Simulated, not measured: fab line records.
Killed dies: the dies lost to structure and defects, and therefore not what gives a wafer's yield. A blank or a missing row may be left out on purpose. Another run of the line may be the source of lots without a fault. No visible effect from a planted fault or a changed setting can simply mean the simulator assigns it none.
fab line records ; flow rit_cmos
record: lots: 5; wafers: 15; last_day: 7
route steps=202 shown FOX1@22 FOX2@23 NWELL@28 PWELL@39 WELLDRIVE@50 NRETRO@53
lots untouched by any fault: they come from a run of this same line in which no faults occurred
start_h: the number of hours between the record's first day and the start of the first shown wafer of the lot ; wait_h: hours from the lot's prior step to this one ; " as in the row above ; L1.1+2: a row that stands for several wafers ; - either no value or no given start ; * or withheld: withheld ; < > ~ a bound
route shown NAME@n: names a module that has steps shown in the file, with the first one's number in the route ; usual: mean/standard deviation of fault-free wafers ; same: alike in all rows ; chamber/n: place in a boat ; sites: per-site readings ; _std_site: the standard deviation of these ; _edge_site: the outer-site mean with the inner-site mean subtracted ; radius_mm: for every site, how far away it sits from the centre of the wafer ; mask NAME#n: copy n ; behind: the tool/chamber that last shaped the wafer ; hold: reason for holding the lot/hours on hold/outcome of the hold ; device: names the non-switching transistor (n, p or np) ; end of line: the route-end tests of the same wafers ; for a step that has no rows: nothing shown but its recipe ; killed: dies that structure and defects cost at the first sort, which is not the same as the wafer's yield ; map: shows each die of a wafer: x if killed, . if not, _ if none is there
set.NAME: setting as actually run; set.NAME@STEP: the setting as run at that earlier step ; model.NAME: the simulator's own value behind a step, which no gauge read
a table for each step, a row for each wafer; lots at some steps of the route
services: a tool's chamber out of use, with start hour (start_h, from the record's first day; less than 0 if before it), hours out, and reason
== steps ==
step: RIT_FOX1_WET_ETCH_02
recipe: chemistry: BOE; target_depth_nm: 350; time_s: 390; temp_c: 21.5; dry: n2_spin; dilution: 10:1; target: SiO2
lot.wafer;tool;chamber;start_h;wait_h
L076.1+3+4;wet_bench-01;2;28.75;0.1
L077.1+2+3;wet_bench-03;2;35.01;0.1
L084.1+3+5;wet_bench-04;1;69.59;0.1
L085.1+2+6;wet_bench-01;2;75.77;0.1
L095.1+5+6;wet_bench-04;0;122.60;0.1
step: RIT_FOX2_OXIDATION_00
recipe: temp_c: 1092; ambient: H2O; target_thk_a: 3507; p_h2o_torr: 720; ox_time_s: 1130
usual: ox_temp_c: 1092.1/0.45; spike_tc_load_C: 1117/3.9
same: ox_time_s: 1130
lot.wafer;tool;chamber;start_h;wait_h;ox_temp_c;spike_tc_load_C
L076.1;furnace-01;0;30.13;1.3;1091.5;1114
L076.3;furnace-01;0;30.13;1.3;1092.7;1112
L076.4;furnace-01;0;30.13;1.3;1091.7;1111
L077.1;furnace-03;0;35.15;0.0;1092.4;1121
L077.2;furnace-03;0;35.15;0.0;1091.7;1120
L077.3;furnace-03;0;35.15;0.0;1091.9;1122
L084.1;furnace-04;0;69.71;0.0;1093.1;1120
L084.3;furnace-04;0;69.71;0.0;1092.9;1119
L084.5;furnace-04;0;69.71;0.0;1092.4;1119
L085.1;furnace-04;0;77.90;2.0;1092.1;1122
L085.2;furnace-04;0;77.90;2.0;1092.7;1119
L085.6;furnace-04;0;77.90;2.0;1092.2;1121
L095.1;furnace-04;0;122.73;0.0;1092.0;1122
L095.5;furnace-04;0;122.73;0.0;1091.9;1120
L095.6;furnace-04;0;122.73;0.0;1091.9;1119
step: RIT_FOX2_THK_MEAS_01
recipe: reads: SiO2_of_FOX2_OXIDATION_00
usual: FOX2_OXIDE_THK: 336/6.7
lot.wafer;tool;chamber;start_h;wait_h;FOX2_OXIDE_THK[nm]
L076.1;film_metro-04;-;31.45;0.0;341
L076.3;film_metro-04;-;31.45;0.0;336
L076.4;film_metro-04;-;31.45;0.0;343
L077.1;film_metro-02;-;36.47;0.0;332
L077.2;film_metro-02;-;36.47;0.0;331
L077.3;film_metro-02;-;36.47;0.0;334
L084.1;film_metro-02;-;71.03;0.0;332
L084.3;film_metro-02;-;71.03;0.0;325
L084.5;film_metro-02;-;71.03;0.0;331
L085.1;film_metro-04;-;79.21;0.0;322
L085.2;film_metro-04;-;79.21;0.0;310
L085.6;film_metro-04;-;79.21;0.0;324
L095.1;film_metro-04;-;124.04;0.0;338
L095.5;film_metro-04;-;124.04;0.0;338
L095.6;film_metro-04;-;124.04;0.0;341
step: RIT_FOX2_CLEAN_02
recipe: chemistry: dHF; dilution: 50:1; time_s: 180
lot.wafer;tool;chamber;start_h;wait_h
L076.1+3+4;wet_bench-04;1;31.51;0.1
L077.1+2+3;wet_bench-02;2;36.53;0.1
L084.1+3+5;wet_bench-03;2;71.09;0.1
L085.1+2+6;wet_bench-04;0;79.27;0.1
L095.1+5+6;wet_bench-03;0;124.10;0.1
step: RIT_FOX2_WET_ETCH_03
recipe: chemistry: H3PO4; target: Si3N4; target_depth_nm: 195; temp_c: 165; time_s: 2700
lot.wafer;tool;chamber;start_h;wait_h
L076.1+3+4;wet_bench-02;0;31.57;0.0
L077.1+2+3;wet_bench-04;2;36.59;0.0
L084.1+3+5;wet_bench-02;2;71.15;0.0
L085.1+2+6;wet_bench-04;0;79.33;0.0
L095.1+5+6;wet_bench-02;3;124.16;0.0
step: RIT_FOX2_THK_MEAS_90
recipe: reads: SiO2_of_FOX2_OXIDATION_00
usual: FIELD_OXIDE_LEFT_1_THK: 308/6.8
lot.wafer;tool;chamber;start_h;wait_h;FIELD_OXIDE_LEFT_1_THK[nm]
L076.1;film_metro-02;-;32.39;0.0;314
L076.3;film_metro-02;-;32.39;0.0;309
L076.4;film_metro-02;-;32.39;0.0;316
L077.1;film_metro-02;-;37.35;0.0;304
L077.2;film_metro-02;-;37.35;0.0;303
L077.3;film_metro-02;-;37.35;0.0;306
L084.1;film_metro-01;-;71.90;0.0;305
L084.3;film_metro-01;-;71.90;0.0;297
L084.5;film_metro-01;-;71.90;0.0;304
L085.1;film_metro-01;-;80.16;0.0;295
L085.2;film_metro-01;-;80.16;0.0;283
L085.6;film_metro-01;-;80.16;0.0;296
L095.1;film_metro-01;-;124.99;0.0;311
L095.5;film_metro-01;-;124.99;0.0;310
L095.6;film_metro-01;-;124.99;0.0;313
step: RIT_NWELL_HMDS_00
recipe: prime_time_s: 60; prime_temp_c: 140
lot.wafer;tool;chamber;start_h;wait_h
L076.1+3+4;litho_track-04;0;32.45;0.1
L077.1+2+3;litho_track-01;0;37.41;0.1
L084.1+3+5;litho_track-03;0;71.96;0.1
L085.1+2+6;litho_track-04;0;80.28;0.1
L095.1+5+6;litho_track-04;0;125.05;0.1
step: RIT_NWELL_COAT_01
recipe: resist: NOVOLAK; spin_rpm: 2000; resist_thk_nm: 1300
lot.wafer;tool;chamber;start_h;wait_h
L076.1+3+4;litho_track-04;0;32.60;0.1
L077.1+2+3;litho_track-01;0;37.56;0.1
L084.1+3+5;litho_track-03;0;72.11;0.1
L085.1+2+6;litho_track-04;0;80.43;0.1
L095.1+5+6;litho_track-04;0;125.20;0.1
step: RIT_NWELL_SOFTBAKE_02
recipe: resist: NOVOLAK; temp_c: 90; time_s: 60
lot.wafer;tool;chamber;start_h;wait_h
L076.1+3+4;litho_track-04;0;32.75;0.1
L077.1+2+3;litho_track-01;0;37.71;0.1
L084.1+3+5;litho_track-03;0;72.26;0.1
L085.1+2+6;litho_track-04;0;80.58;0.1
L095.1+5+6;litho_track-04;0;125.35;0.1
step: RIT_NWELL_EXPOSE_03
recipe: mask_id: M2; na: 0.57; target_cd_nm: 43900; dose_mj: 250
lot.wafer;tool;chamber;start_h;wait_h;mask
L076.1+3+4;iline_stepper-02;0;33.27;0.5;M2#0
L077.1+2+3;iline_stepper-02;0;37.86;0.1;M2#0
L084.1+3+5;iline_stepper-02;0;72.54;0.2;M2#0
L085.1+2+6;iline_stepper-02;0;80.73;0.1;M2#0
L095.1+5+6;iline_stepper-01;0;125.50;0.1;M2#0
step: RIT_NWELL_PEB_04
recipe: resist: NOVOLAK; temp_c: withheld; time_s: withheld
lot.wafer;tool;chamber;start_h;wait_h
L076.1+3+4;litho_track-03;0;33.39;0.1
L077.1+2+3;litho_track-01;0;37.98;0.1
L084.1+3+5;litho_track-01;0;72.66;0.1
L085.1+2+6;litho_track-04;0;80.85;0.1
L095.1+5+6;litho_track-01;0;125.62;0.1
step: RIT_NWELL_DEVELOP_05
recipe: resist: NOVOLAK; develop_time_s: 68; dev_temp_c: 23
usual: developer_temp_C: 22.99/0.11
same: develop_time_s: 68
lot.wafer;tool;chamber;start_h;wait_h;developer_temp_C
L076.1;litho_track-03;0;-;-;22.98
L076.3;litho_track-03;0;-;-;22.95
L076.4;litho_track-03;0;-;-;23.00
L077.1;litho_track-01;0;-;-;23.19
L077.2;litho_track-01;0;-;-;23.00
L077.3;litho_track-01;0;-;-;23.14
L084.1;litho_track-01;0;-;-;22.85
L084.3;litho_track-01;0;-;-;22.97
L084.5;litho_track-01;0;-;-;22.72
L085.1;litho_track-04;0;-;-;22.99
L085.2;litho_track-04;0;-;-;22.84
L085.6;litho_track-04;0;-;-;22.97
L095.1;litho_track-01;0;-;-;23.04
L095.5;litho_track-01;0;-;-;23.05
L095.6;litho_track-01;0;-;-;22.97
step: RIT_NWELL_OVL_MEAS_06
usual: NWELL_OVL: -0.5/1.3
lot.wafer;tool;chamber;start_h;wait_h;NWELL_OVL[nm]
L076.1;overlay-02;-;33.70;-;-1.1
L076.3;overlay-02;-;33.70;-;0.1
L076.4;overlay-02;-;33.70;-;0.2
L077.1;overlay-01;-;38.29;-;-4.1
L077.2;overlay-01;-;38.29;-;-1.1
L077.3;overlay-01;-;38.29;-;-3.0
L084.1;overlay-02;-;72.97;-;0.2
L084.3;overlay-02;-;72.97;-;-0.9
L084.5;overlay-02;-;72.97;-;-1.9
L085.1;overlay-02;-;81.16;-;1.0
L085.2;overlay-02;-;81.16;-;-0.1
L085.6;overlay-02;-;81.16;-;-0.6
L095.1;overlay-01;-;125.93;-;-1.9
L095.5;overlay-01;-;125.93;-;-1.9
L095.6;overlay-01;-;125.93;-;-1.5
step: RIT_NWELL_HARDBAKE_07
recipe: resist: NOVOLAK; temp_c: 139.2; time_s: 120
lot.wafer;tool;chamber;start_h;wait_h
L076.1+3+4;litho_track-01;0;33.74;0.0
L077.1+2+3;litho_track-03;0;38.36;0.1
L084.1+3+5;litho_track-03;0;73.00;0.0
L085.1+2+6;litho_track-04;0;81.20;0.0
L095.1+5+6;litho_track-03;0;125.97;0.0
step: RIT_NWELL_IMPLANT_08
recipe: species: P; energy_kev: 170; dose_cm2: 5e+13; tilt_deg: 7
lot.wafer;tool;chamber;start_h;wait_h
L076.1+3+4;implanter-01;0;33.99;0.2
L077.1+2+3;implanter-03;0;38.61;0.2
L084.1+3+5;implanter-02;0;73.25;0.2
L085.1+2+6;implanter-02;0;81.45;0.2
L095.1+5+6;implanter-02;0;126.22;0.2
step: RIT_NWELL_STRIP_09
recipe: chemistry: O2; time_s: 180; resist: NOVOLAK; platen_temp_c: withheld; power_w: 500; pressure_mtorr: 4000; o2_flow_sccm: 4000
usual: drypump_motor_current_A: 5.5/0.41; o2_flow_sccm: 4002/13
lot.wafer;tool;chamber;start_h;wait_h;drypump_motor_current_A;o2_flow_sccm;rf_hours_counter_h
L076.1;plasma_asher-01;0;34.14;0.1;4.9;3991;37
L076.3;plasma_asher-01;1;34.14;0.1;5.4;3995;-
L076.4;plasma_asher-01;0;34.14;0.1;4.9;3977;-
L077.1;plasma_asher-04;1;38.76;0.1;5.2;3994;25
L077.2;plasma_asher-04;0;38.76;0.1;5.8;4011;25
L077.3;plasma_asher-04;0;38.76;0.1;5.8;3998;-
L084.1;plasma_asher-04;1;73.40;0.1;5.2;4016;30
L084.3;plasma_asher-04;1;73.40;0.1;5.2;3992;-
L084.5;plasma_asher-04;1;73.40;0.1;5.2;3995;-
L085.1;plasma_asher-04;0;81.60;0.1;5.7;3993;31
L085.2;plasma_asher-04;1;81.60;0.1;5.2;3999;31
L085.6;plasma_asher-04;0;81.60;0.1;5.8;4006;-
L095.1;plasma_asher-02;1;126.37;0.1;6.2;3992;1
L095.5;plasma_asher-02;1;126.37;0.1;6.1;3992;-
L095.6;plasma_asher-02;0;126.37;0.1;5.3;3969;-
step: RIT_NWELL_TW_MEAS_10
usual: NWELL_TW: 2150/25
lot.wafer;tool;chamber;start_h;wait_h;NWELL_TW
L076.1;film_metro-03;-;34.31;0.1;2170
L076.3;film_metro-03;-;34.31;0.1;2168
L076.4;film_metro-03;-;34.31;0.1;2178
L077.1;film_metro-02;-;38.93;0.1;2110
L077.2;film_metro-02;-;38.93;0.1;2111
L077.3;film_metro-02;-;38.93;0.1;2131
L084.1;film_metro-02;-;73.58;0.1;2122
L084.3;film_metro-02;-;73.58;0.1;2115
L084.5;film_metro-02;-;73.58;0.1;2123
L085.1;film_metro-03;-;81.77;0.1;2173
L085.2;film_metro-03;-;81.77;0.1;2168
L085.6;film_metro-03;-;81.77;0.1;2156
L095.1;film_metro-02;-;126.54;0.1;2112
L095.5;film_metro-02;-;126.54;0.1;2108
L095.6;film_metro-02;-;126.54;0.1;2124
step: RIT_PWELL_HMDS_00
recipe: prime_time_s: 60; prime_temp_c: 140
lot.wafer;tool;chamber;start_h;wait_h
L076.1+3+4;litho_track-01;0;34.37;0.1
L077.1+2+3;litho_track-03;0;38.99;0.1
L084.1+3+5;litho_track-03;0;73.64;0.1
L085.1+2+6;litho_track-01;0;81.83;0.1
L095.1+5+6;litho_track-02;0;126.60;0.1
step: RIT_PWELL_COAT_01
recipe: resist: NOVOLAK; spin_rpm: 2000; resist_thk_nm: 1300
lot.wafer;tool;chamber;start_h;wait_h
L076.1+3+4;litho_track-01;0;34.52;0.1
L077.1+2+3;litho_track-03;0;39.14;0.1
L084.1+3+5;litho_track-03;0;73.79;0.1
L085.1+2+6;litho_track-01;0;81.98;0.1
L095.1+5+6;litho_track-02;0;126.75;0.1
step: RIT_PWELL_SOFTBAKE_02
recipe: resist: NOVOLAK; temp_c: 90; time_s: 60
lot.wafer;tool;chamber;start_h;wait_h
L076.1+3+4;litho_track-01;0;34.67;0.1
L077.1+2+3;litho_track-03;0;39.29;0.1
L084.1+3+5;litho_track-03;0;73.94;0.1
L085.1+2+6;litho_track-01;0;82.13;0.1
L095.1+5+6;litho_track-02;0;126.90;0.1
step: RIT_PWELL_EXPOSE_03
recipe: mask_id: M3; na: 0.57; target_cd_nm: 43700; dose_mj: 250
lot.wafer;tool;chamber;start_h;wait_h;mask
L076.1+3+4;iline_stepper-02;0;34.95;0.2;M3#0
L077.1+2+3;iline_stepper-01;0;39.57;0.2;M3#0
L084.1+3+5;iline_stepper-02;0;74.21;0.2;M3#0
L085.1+2+6;iline_stepper-01;0;82.41;0.2;M3#0
L095.1+5+6;iline_stepper-01;0;127.05;0.1;M3#0
step: RIT_PWELL_PEB_04
recipe: resist: NOVOLAK; temp_c: withheld; time_s: withheld
lot.wafer;tool;chamber;start_h;wait_h
L076.1+3+4;litho_track-01;0;35.06;0.1
L077.1+2+3;litho_track-02;0;39.68;0.1
L084.1+3+5;litho_track-03;0;74.33;0.1
L085.1+2+6;litho_track-03;0;82.53;0.1
L095.1+5+6;litho_track-03;0;127.17;0.1
step: RIT_PWELL_DEVELOP_05
recipe: resist: NOVOLAK; develop_time_s: 68; dev_temp_c: 23
usual: developer_temp_C: 23.02/0.1
same: develop_time_s: 68
lot.wafer;tool;chamber;start_h;wait_h;developer_temp_C
L076.1;litho_track-01;0;-;-;22.98
L076.3;litho_track-01;0;-;-;23.13
L076.4;litho_track-01;0;-;-;23.28
L077.1;litho_track-02;0;-;-;23.01
L077.2;litho_track-02;0;-;-;22.97
L077.3;litho_track-02;0;-;-;23.01
L084.1;litho_track-03;0;-;-;23.02
L084.3;litho_track-03;0;-;-;23.09
L084.5;litho_track-03;0;-;-;23.09
L085.1;litho_track-03;0;-;-;23.01
L085.2;litho_track-03;0;-;-;23.07
L085.6;litho_track-03;0;-;-;23.11
L095.1;litho_track-03;0;-;-;22.94
L095.5;litho_track-03;0;-;-;23.17
L095.6;litho_track-03;0;-;-;23.20
step: RIT_PWELL_OVL_MEAS_06
usual: PWELL_OVL: -0.1/1.3
lot.wafer;tool;chamber;start_h;wait_h;PWELL_OVL[nm]
L076.1;overlay-02;-;35.38;-;-0.5
L076.3;overlay-02;-;35.38;-;0.2
L076.4;overlay-02;-;35.38;-;-0.2
L077.1;overlay-01;-;40.00;-;2.6
L077.2;overlay-01;-;40.00;-;2.3
L077.3;overlay-01;-;40.00;-;0.8
L084.1;overlay-01;-;74.64;-;-2.5
L084.3;overlay-01;-;74.64;-;-1.1
L084.5;overlay-01;-;74.64;-;-1.4
L085.1;overlay-02;-;82.84;-;-2.0
L085.2;overlay-02;-;82.84;-;-0.3
L085.6;overlay-02;-;82.84;-;-0.9
L095.1;overlay-01;-;127.48;-;-1.4
L095.5;overlay-01;-;127.48;-;-0.2
L095.6;overlay-01;-;127.48;-;-2.9
step: RIT_PWELL_HARDBAKE_07
recipe: resist: NOVOLAK; temp_c: 140; time_s: 120
lot.wafer;tool;chamber;start_h;wait_h
L076.1+3+4;litho_track-03;0;35.42;0.0
L077.1+2+3;litho_track-03;0;40.03;0.0
L084.1+3+5;litho_track-02;0;74.68;0.0
L085.1+2+6;litho_track-01;0;82.87;0.0
L095.1+5+6;litho_track-01;0;127.52;0.0
step: RIT_PWELL_IMPLANT_08
recipe: species: B; energy_kev: 169; dose_cm2: 7e+13; tilt_deg: 7
lot.wafer;tool;chamber;start_h;wait_h
L076.1+3+4;implanter-03;0;35.67;0.2
L077.1+2+3;implanter-02;0;40.28;0.2
L084.1+3+5;implanter-03;0;74.93;0.2
L085.1+2+6;implanter-04;0;83.12;0.2
L095.1+5+6;implanter-03;0;127.77;0.2
step: RIT_PWELL_STRIP_09
recipe: chemistry: O2; time_s: 180; resist: NOVOLAK; platen_temp_c: withheld; power_w: 500; pressure_mtorr: 4000; o2_flow_sccm: 4000
usual: drypump_motor_current_A: 5.6/0.35; o2_flow_sccm: 4001/12
lot.wafer;tool;chamber;start_h;wait_h;drypump_motor_current_A;o2_flow_sccm;rf_hours_counter_h
L076.1;plasma_asher-04;1;35.82;0.1;5.2;3985;25
L076.3;plasma_asher-04;0;35.82;0.1;5.7;4012;-
L076.4;plasma_asher-04;1;35.82;0.1;5.2;3999;-
L077.1;plasma_asher-02;1;40.43;0.1;6.2;3987;37
L077.2;plasma_asher-02;0;40.43;0.1;5.3;3979;37
L077.3;plasma_asher-02;1;40.43;0.1;6.1;3997;-
L084.1;plasma_asher-04;1;75.23;0.2;5.2;4003;30
L084.3;plasma_asher-04;1;75.23;0.2;5.2;3994;-
L084.5;plasma_asher-04;0;75.23;0.2;5.8;3979;-
L085.1;plasma_asher-03;0;83.27;0.1;5.5;4011;43
L085.2;plasma_asher-03;1;83.27;0.1;6.0;3997;43
L085.6;plasma_asher-03;0;83.27;0.1;5.5;3999;-
L095.1;plasma_asher-02;1;127.92;0.1;6.1;3984;1
L095.5;plasma_asher-02;0;127.92;0.1;5.3;4012;-
L095.6;plasma_asher-02;1;127.92;0.1;6.1;4012;-
step: RIT_PWELL_TW_MEAS_10
usual: PWELL_TW: 955/11
lot.wafer;tool;chamber;start_h;wait_h;PWELL_TW
L076.1;film_metro-02;-;36.00;0.1;942
L076.3;film_metro-02;-;36.00;0.1;944
L076.4;film_metro-02;-;36.00;0.1;943
L077.1;film_metro-02;-;40.61;0.1;938
L077.2;film_metro-02;-;40.61;0.1;942
L077.3;film_metro-02;-;40.61;0.1;942
L084.1;film_metro-03;-;75.41;0.1;959
L084.3;film_metro-03;-;75.41;0.1;953
L084.5;film_metro-03;-;75.41;0.1;958
L085.1;film_metro-01;-;83.45;0.1;959
L085.2;film_metro-01;-;83.45;0.1;963
L085.6;film_metro-01;-;83.45;0.1;965
L095.1;film_metro-01;-;128.09;0.1;955
L095.5;film_metro-01;-;128.09;0.1;953
L095.6;film_metro-01;-;128.09;0.1;953
step: RIT_WELLDRIVE_ANNEAL_00
recipe: temp_c: 1100; time_s: 14700; ambient: N2
usual: spike_tc_load_C: 1127/3.3
lot.wafer;tool;chamber;start_h;wait_h;spike_tc_load_C
L076.1;furnace-04;0;36.17;0.2;1128
L076.3;furnace-04;0;36.17;0.2;1128
L076.4;furnace-04;0;36.17;0.2;1128
L077.1;furnace-01;0;42.05;1.4;1119
L077.2;furnace-01;0;42.05;1.4;1121
L077.3;furnace-01;0;42.05;1.4;1121
L084.1;furnace-03;0;77.48;2.1;1129
L084.3;furnace-03;0;77.48;2.1;1129
L084.5;furnace-03;0;77.48;2.1;1129
L085.1;furnace-03;0;83.87;0.4;1128
L085.2;furnace-03;0;83.87;0.4;1128
L085.6;furnace-03;0;83.87;0.4;1128
L095.1;furnace-03;0;128.99;0.9;1130
L095.5;furnace-03;0;128.99;0.9;1130
L095.6;furnace-03;0;128.99;0.9;1127
step: RIT_WELLDRIVE_RS_MEAS_01
recipe: thk_meas_gauge: four-point-probe
usual: NWELL_RS: 275.4/0.97
lot.wafer;tool;chamber;start_h;wait_h;NWELL_RS[ohm/sq]
L076.1;film_metro-01;-;41.38;0.1;274.8
L076.3;film_metro-01;-;41.38;0.1;274.4
L076.4;film_metro-01;-;41.38;0.1;274.7
L077.1;film_metro-02;-;47.14;0.0;276.5
L077.2;film_metro-02;-;47.14;0.0;276.7
L077.3;film_metro-02;-;47.14;0.0;275.6
L084.1;film_metro-01;-;82.56;0.0;273.1
L084.3;film_metro-01;-;82.56;0.0;273.8
L084.5;film_metro-01;-;82.56;0.0;273.6
L085.1;film_metro-01;-;88.96;0.0;276.7
L085.2;film_metro-01;-;88.96;0.0;274.9
L085.6;film_metro-01;-;88.96;0.0;275.2
L095.1;film_metro-03;-;134.07;0.0;275.3
L095.5;film_metro-03;-;134.07;0.0;274.5
L095.6;film_metro-03;-;134.07;0.0;273.8
step: RIT_WELLDRIVE_RS_MEAS_02
recipe: thk_meas_gauge: four-point-probe
usual: PWELL_RS: 430.0/1.4
lot.wafer;tool;chamber;start_h;wait_h;PWELL_RS[ohm/sq]
L076.1;film_metro-01;-;41.50;0.1;429.7
L076.3;film_metro-01;-;41.50;0.1;430.7
L076.4;film_metro-01;-;41.50;0.1;429.8
L077.1;film_metro-02;-;47.26;0.1;430.1
L077.2;film_metro-02;-;47.26;0.1;428.4
L077.3;film_metro-02;-;47.26;0.1;429.6
L084.1;film_metro-01;-;82.68;0.1;432.8
L084.3;film_metro-01;-;82.68;0.1;431.5
L084.5;film_metro-01;-;82.68;0.1;432.1
L085.1;film_metro-01;-;89.08;0.1;428.7
L085.2;film_metro-01;-;89.08;0.1;429.7
L085.6;film_metro-01;-;89.08;0.1;428.5
L095.1;film_metro-03;-;134.19;0.1;431.4
L095.5;film_metro-03;-;134.19;0.1;431.1
L095.6;film_metro-03;-;134.19;0.1;429.8
step: RIT_NRETRO_HMDS_00
recipe: prime_time_s: 60; prime_temp_c: 140
lot.wafer;tool;chamber;start_h;wait_h
L076.1+3+4;litho_track-02;0;41.94;0.4
L077.1+2+3;litho_track-04;0;47.44;0.2
L084.1+3+5;litho_track-03;0;82.84;0.1
L085.1+2+6;litho_track-02;0;89.23;0.1
L095.1+5+6;litho_track-03;0;134.45;0.2
step: RIT_NRETRO_COAT_01
recipe: resist: NOVOLAK; spin_rpm: 2000; resist_thk_nm: 1300
lot.wafer;tool;chamber;start_h;wait_h
L076.1+3+4;litho_track-02;0;42.09;0.1
L077.1+2+3;litho_track-04;0;47.59;0.1
L084.1+3+5;litho_track-03;0;82.99;0.1
L085.1+2+6;litho_track-02;0;89.38;0.1
L095.1+5+6;litho_track-03;0;134.60;0.1
step: RIT_NRETRO_SOFTBAKE_02
recipe: resist: NOVOLAK; temp_c: 90; time_s: 60
lot.wafer;tool;chamber;start_h;wait_h
L076.1+3+4;litho_track-02;0;42.24;0.1
L077.1+2+3;litho_track-04;0;47.74;0.1
L084.1+3+5;litho_track-03;0;83.14;0.1
L085.1+2+6;litho_track-02;0;89.53;0.1
L095.1+5+6;litho_track-03;0;134.75;0.1
step: RIT_NRETRO_EXPOSE_03
recipe: mask_id: M4; na: 0.57; target_cd_nm: 43900; dose_mj: 250
lot.wafer;tool;chamber;start_h;wait_h;mask
L076.1+3+4;iline_stepper-02;0;42.52;0.2;M4#0
L077.1+2+3;iline_stepper-02;0;47.89;0.1;M4#0
L084.1+3+5;iline_stepper-02;0;83.29;0.1;M4#0
L085.1+2+6;iline_stepper-01;0;89.81;0.2;M4#0
L095.1+5+6;iline_stepper-01;0;135.03;0.2;M4#0
step: RIT_NRETRO_PEB_04
recipe: resist: NOVOLAK; temp_c: withheld; time_s: withheld
lot.wafer;tool;chamber;start_h;wait_h
L076.1+3+4;litho_track-04;0;42.79;0.2
L077.1+2+3;litho_track-04;0;48.01;0.1
L084.1+3+5;litho_track-03;0;83.41;0.1
L085.1+2+6;litho_track-03;0;89.92;0.1
L095.1+5+6;litho_track-03;0;135.15;0.1
step: RIT_NRETRO_DEVELOP_05
recipe: resist: NOVOLAK; develop_time_s: 68; dev_temp_c: 23
usual: developer_temp_C: 23.00/0.11
same: develop_time_s: 68
lot.wafer;tool;chamber;start_h;wait_h;developer_temp_C
L076.1;litho_track-04;0;-;-;22.88
L076.3;litho_track-04;0;-;-;22.92
L076.4;litho_track-04;0;-;-;22.99
L077.1;litho_track-04;0;-;-;23.02
L077.2;litho_track-04;0;-;-;23.21
L077.3;litho_track-04;0;-;-;22.97
L084.1;litho_track-03;0;-;-;23.01
L084.3;litho_track-03;0;-;-;22.97
L084.5;litho_track-03;0;-;-;22.89
L085.1;litho_track-03;0;-;-;23.11
L085.2;litho_track-03;0;-;-;23.18
L085.6;litho_track-03;0;-;-;23.29
L095.1;litho_track-03;0;-;-;23.05
L095.5;litho_track-03;0;-;-;22.97
L095.6;litho_track-03;0;-;-;22.92
step: RIT_NRETRO_OVL_MEAS_06
usual: NRETRO_OVL: 1.3/1.3
lot.wafer;tool;chamber;start_h;wait_h;NRETRO_OVL[nm]
L076.1;overlay-01;-;43.10;-;4.1
L076.3;overlay-01;-;43.10;-;2.9
L076.4;overlay-01;-;43.10;-;0.2
L077.1;overlay-01;-;48.32;-;1.5
L077.2;overlay-01;-;48.32;-;1.1
L077.3;overlay-01;-;48.32;-;2.6
L084.1;overlay-02;-;83.72;-;0.6
L084.3;overlay-02;-;83.72;-;0.4
L084.5;overlay-02;-;83.72;-;-1.0
L085.1;overlay-02;-;90.24;-;-0.7
L085.2;overlay-02;-;90.24;-;0.8
L085.6;overlay-02;-;90.24;-;0.9
L095.1;overlay-01;-;135.47;-;0.7
L095.5;overlay-01;-;135.47;-;0.2
L095.6;overlay-01;-;135.47;-;0.5
== services ==
tool;chamber;start_h;hours;kind
wet_bench-01;-;12.30;1.9;pm
furnace-03;-;14.40;2.9;pm
furnace-04;-;26.12;3.6;pm
implanter-02;-;28.50;4.6;pm
plasma_asher-03;-;45.49;2.8;repair
iline_stepper-01;-;49.53;1.7;pm
furnace-03;-;50.70;3.2;pm
implanter-02;-;55.32;15.0;repair
implanter-02;-;61.41;2.1;repair
iline_stepper-01;-;71.82;3.2;repair
plasma_asher-03;-;78.11;4.9;repair
implanter-01;-;86.10;4.9;pm
iline_stepper-01;-;94.47;6.9;repair
plasma_asher-02;-;108.75;9.0;pm
plasma_asher-02;0;108.75;9.0;vent_cycle
plasma_asher-02;1;108.75;9.0;vent_cycle
plasma_asher-02;0;117.75;-;clean
plasma_asher-02;1;117.75;-;clean
implanter-04;-;127.24;5.9;repair
== key ==
fault none
